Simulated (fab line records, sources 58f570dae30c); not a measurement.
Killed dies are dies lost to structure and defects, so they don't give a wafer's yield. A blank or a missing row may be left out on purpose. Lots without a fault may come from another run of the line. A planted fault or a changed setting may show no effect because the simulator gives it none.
One fault seen from 2 desks | flow berkeley_cmos170 | each desk has only its own numbers; what lay behind them comes last

THE METROLOGY DESK
What the gauges read, lot by lot, whatever tool the lot ran on: means of the sampled wafers that have a number. A lot is out of limits, marked OUT, if its mean lies more than 4 standard deviations from the usual mean; the brackets give that distance.
Columns: A = cd_nm at UCB170_ACTIVE_CD_MEAS_13, usual 1199.7 nm; B = NLDD_OVL at UCB170_NLDD_OVL_MEAS_07, usual -2 nm; C = PSD_RS at UCB170_SDANNEAL_RS_MEAS_02, usual 75.7 ohm/sq; D = NSD_RS at UCB170_SDANNEAL_RS_MEAS_03, usual 37.27 ohm/sq; E = PLDD_RS at UCB170_SDANNEAL_RS_MEAS_04, usual 1032.2 ohm/sq
lot  | first seen here | A      | B   | C              | D               | E
L134 | day 4 08:59     | 1202.6 | 1   | 75.5           | 37.19           | 1031.1
L135 | day 4 15:02     | 1199.3 | 3   | 75.7           | 37.29           | 1032.1
L136 | day 4 18:08     | 1199.3 | -5  | 75.2           | 37.29           | 1032.7
L138 | day 5 01:25     | 1198.7 | 5   | 75.5           | 37.25           | 1033.5
L137 | day 5 01:40     | 1200.0 | 2   | 75.7           | 37.33           | 1033.5
L140 | day 5 16:59     | 1198.5 | -2  | 75.9           | 37.29           | 1032.3
L142 | day 6 10:37     | 1200.1 | -1  | 75.7           | 37.32           | 1030.7
L144 | day 6 14:52     | 1198.7 | -5  | 75.8           | 37.25           | 1027.9
L149 | day 7 03:23     | 1200.7 | 5   | 75.9           | 37.27           | 1032.4
L147 | day 7 03:31     | 1197.4 | -10 | 66.0 (-31) OUT | 35.66 (-24) OUT | 1011.7 (-9.7) OUT
L148 | day 7 03:45     | 1199.5 | -5  | 65.6 (-33) OUT | 35.63 (-25) OUT | 1014.3 (-8.5) OUT
L150 | day 7 13:13     | 1201.9 | -3  | 75.2           | 37.31           | 1031.8
L152 | day 8 00:20     | 1199.1 | -7  | 75.8           | 37.30           | 1032.5
L153 | day 8 09:59     | 1200.7 | 4   | 75.0           | 37.29           | 1034.5
This desk's finding: out of limits on L147, L148; first on L148, day 9 13:09 (PSD_RS at UCB170_SDANNEAL_RS_MEAS_02). In limits: L134, L135, L136, L138, L137, L140, L142, L144, L149, L150, L152, L153.

THE TOOL OWNER'S DESK: rtp_anneal-02
The tool's own readings at UCB170_SDANNEAL_RTA_01 (time 5 s): means of the sampled wafers that have a number, for each lot that ran on this tool. A lot is out of limits, marked OUT, if its mean lies more than 4 standard deviations from the usual mean; the brackets give that distance.
Columns: A = lamp_power_pct at UCB170_SDANNEAL_RTA_01, usual 32.2 %; B = wafer_temp_C_max at UCB170_SDANNEAL_RTA_01, usual 1054.2
lot  | first seen here | A               | B
L134 | day 7 01:22     | 32.6            | 1055.5
L140 | day 8 00:06     | 32.6            | 1054.1
L148 | day 9 13:06     | 34.7 (+8.1) OUT | 1079.7 (+26) OUT
L147 | day 9 13:39     | 34.7 (+8.2) OUT | 1081.4 (+27) OUT
This desk's finding: out of limits on L147, L148; first on L148, day 9 13:06 (lamp_power_pct at UCB170_SDANNEAL_RTA_01). In limits: L134, L140.

PUT TOGETHER
The tool owner's desk could have raised an alarm at day 9 13:06, on L147, L148.
The metrology desk could have raised an alarm at day 9 13:09, on L147, L148.
Of the lots named, all ran UCB170_SDANNEAL_RTA_01 on rtp_anneal-02.

WHAT THE SIMULATOR HAD PUT IN
Process parameter drift: rtp_anneal-02, from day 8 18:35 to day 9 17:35, at UCB170_SDANNEAL_RTA_01. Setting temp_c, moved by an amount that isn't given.
Lots struck among those shown: L147, L148.
Hours from the fault's start to each desk's first reading out of limits: the tool owner's desk, 19; the metrology desk, 19.
